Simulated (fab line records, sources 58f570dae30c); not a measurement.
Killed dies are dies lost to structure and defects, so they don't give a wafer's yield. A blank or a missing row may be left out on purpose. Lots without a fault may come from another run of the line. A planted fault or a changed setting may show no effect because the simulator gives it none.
Split-lot experiment | flow berkeley_cmos170 | 5 lots, 23 wafers read, on a route of 331 steps

THE SPLIT
At UCB170_NLDD_IMPLANT_09, the setting dose_cm2 was moved away from the recipe's 5e+13 on 9 of the 23 wafers read, by -4.7% to +6.1%. The other wafers ran this setting at the recipe's value.

FROM THE SPLIT TO THE READING: what the file shows between them, 6 steps
- UCB170_NSD_EXPOSE_03: exposes mask NSELECT MOD, target cd 1200 nm (also split here: dose_mj)
- UCB170_NSD_PEB_04
- UCB170_NSD_DEVELOP_05: develop time 45 s
- UCB170_NSD_CD_MEAS_06: target cd 1200 nm
- UCB170_SDANNEAL_RTA_00: time 10 s (also split here: time_s)
- UCB170_SDANNEAL_RTA_01: time 5 s

THE READING
NLDD_RS, in ohm/sq, at UCB170_SDANNEAL_RS_MEAS_05 (measures by four-point-probe). Fault-free wafers of this fab line usually give 616.4 ohm/sq, standard deviation 1.1 ohm/sq.

wafer  | tool, chamber at the split | dose_cm2 as run | against the recipe | NLDD_RS, ohm/sq | against lot-mates on the recipe
L074.1 | implanter-02, 0            | 5.188e+13       | +3.8%              | 609.8           | -8.0
L074.2 | implanter-02, 0            | 5.188e+13       | +3.8%              | 609.9           | -7.9
L074.3 | implanter-02, 0            | 5e+13           | recipe             | 618.3           | -
L074.4 | implanter-02, 0            | 5.188e+13       | +3.8%              | 609.0           | -8.8
L074.5 | implanter-02, 0            | 5e+13           | recipe             | 617.3           | -
L076.1 | implanter-01, 0            | 5e+13           | recipe             | 616.5           | -
L076.2 | implanter-01, 0            | 5e+13           | recipe             | 616.2           | -
L076.3 | implanter-01, 0            | 5e+13           | recipe             | 617.6           | -
L076.4 | implanter-01, 0            | 4.887e+13       | -2.3%              | 623.2           | +6.4
L076.5 | implanter-01, 0            | 4.887e+13       | -2.3%              | 621.4           | +4.6
L082.1 | implanter-01, 0            | 5e+13           | recipe             | 616.4           | -
L082.2 | implanter-01, 0            | 5e+13           | recipe             | 616.6           | -
L082.3 | implanter-01, 0            | 5.304e+13       | +6.1%              | 602.5           | -13.9
L082.4 | implanter-01, 0            | 5.304e+13       | +6.1%              | 603.9           | -12.5
L082.5 | implanter-01, 0            | 5e+13           | recipe             | 616.1           | -
L083.2 | implanter-02, 0            | 4.765e+13       | -4.7%              | 628.1           | +12.5
L083.3 | implanter-02, 0            | 5e+13           | recipe             | 614.7           | -
L083.4 | implanter-02, 0            | 5e+13           | recipe             | 615.4           | -
L083.5 | implanter-02, 0            | 5e+13           | recipe             | 616.8           | -
L083.6 | implanter-02, 0            | 4.765e+13       | -4.7%              | 627.5           | +11.9
L084.1 | implanter-01, 0            | 5e+13           | recipe             | 617.6           | -
L084.4 | implanter-01, 0            | 5e+13           | recipe             | 619.0           | -
L084.5 | implanter-01, 0            | 5e+13           | recipe             | 616.7           | -

THE FIT
A straight line over all 23 wafers: NLDD_RS changes by -2.21 ohm/sq for each +1% of dose_cm2; r = -0.99; the points scatter about the line by 1 ohm/sq.
The same after taking each lot's own level away (the mean of its wafers on the recipe; 23 wafers): -2.31 ohm/sq for each +1%; r = -0.99; scatter 0.82 ohm/sq.
On that fit, the largest move of dose_cm2 shifts the reading by 14 ohm/sq.
The lots' own levels span 615.63 to 617.80 ohm/sq, that is 2.0 times the standard deviation above.
So the lot-to-lot level changes the slope little: the two slopes agree.
Check: with one of the wafers moved furthest among these (+6.1%) left out of the fit, the line predicts -13.8 ohm/sq for it against its lot-mates. It came out at -13.9 ohm/sq against them.

OTHER SPLITS ON THESE WAFERS
These wafers also went through other splits before the reading. Each is held against what the fit with the lots' levels taken away leaves over:
other split on the same wafers    | wafers away from the commonest value | r with NLDD_RS (lot level and that fit taken away)
UCB170_ZERO_COAT_01 resist_thk_nm | 9                                    | +0.12
UCB170_ACTIVE_EXPOSE_10 dose_mj   | 5                                    | +0.06
UCB170_PVT_IMPLANT_07 energy_kev  | 8                                    | +0.20
UCB170_NLDD_EXPOSE_03 dose_mj     | 7                                    | -0.06
UCB170_NSD_EXPOSE_03 dose_mj      | 8                                    | -0.09
UCB170_SDANNEAL_RTA_00 time_s     | 6                                    | +0.40

THE FILE'S OWN FIT
NLDD_RS changes by -2.31 ohm/sq for each +1% of dose_cm2, r = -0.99.
